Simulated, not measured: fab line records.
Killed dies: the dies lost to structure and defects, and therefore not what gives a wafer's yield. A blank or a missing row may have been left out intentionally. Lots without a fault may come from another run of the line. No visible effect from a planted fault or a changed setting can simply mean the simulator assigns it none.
Which tool was responsible? ; flow berkeley cmos170 ; Sampling: 8 lots, 24 wafers, 2 of 331 route steps

## WHAT THE GAUGES READ, wafer by wafer
UCB170_ACTIVE_OVL_MEAS_14.
lot;measured;on;ACTIVE_OVL (nm)
L207;day 4 23:04;overlay-01;-4 -1 0
L211;day 5 17:47;overlay-02;-3 -7 -9
L214;day 6 16:51;overlay-02;-5 1 2
L218;day 7 15:03;overlay-02;5 8 -3
L219;day 8 00:01;overlay-01;-126 -130 -128 -118 -125 -119
L223;day 8 17:50;overlay-01;-5 3 0
L225;day 9 10:35;overlay-02;-4 -5 1
L228;day 10 01:09;overlay-02;-4 2 0

## EACH LOT AND THE TOOL THAT RAN IT (in order: tool; ch and the chambers of the sampled wafers; start)
lot;UCB170_ACTIVE_EXPOSE_10
L207;krf scanner-01 ch 0, day 4 22:19
L211;krf scanner-01 ch 0, day 5 17:16
L214;krf scanner-02 ch 0, day 6 16:22
L218;krf scanner-02 ch 0, day 7 14:25
L219;krf scanner-01 ch 0, day 7 23:31
L223;krf scanner-02 ch 0, day 8 17:22
L225;krf scanner-02 ch 0, day 9 10:05
L228;krf scanner-02 ch 0, day 10 00:39
- UCB170_ACTIVE_EXPOSE_10: exposes mask ACTIVE, target cd 1200 nm.

## THE ANSWER, worked out from the rows above alone
Rule: usual is defined by the lots themselves. The widest of any qualifying gaps counts: lots, ordered by their means at a reading, are off when they make up no more than a third of the lots, leave a main group of 4 or more, and stand apart from it by 3 or more times the standard deviation of that group's means. Not used: any main group whose means are identical at the precision the tables above print for the reading. A lot without any number at a reading at which 4 lots or more have one is off too. Where the step has rows for the other lots, those lots are counted as sound.
Off: L219, at UCB170_ACTIVE_OVL_MEAS_14 (ACTIVE_OVL). Main group: mean -1 nm, sd 2.7.
A tool fits if, at a process step before that reading, it ran every lot that is off, and no sound lot after the first of them. Those tools and the gauges at UCB170_ACTIVE_OVL_MEAS_14 are tried in the same way. One candidate fits, namely krf scanner-01 at UCB170_ACTIVE_EXPOSE_10. A fault onset in the window from L211 (day 5 17:16, its last sound lot) to L219 (day 7 23:31, its first lot off) fits.

## WHAT THE SIMULATOR PUT IN
Scanner matching overlay: krf scanner-01, from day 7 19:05 on, at UCB170_ACTIVE_EXPOSE_10. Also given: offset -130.
Shown lots that were struck: L219. The rule above reached the same finding.
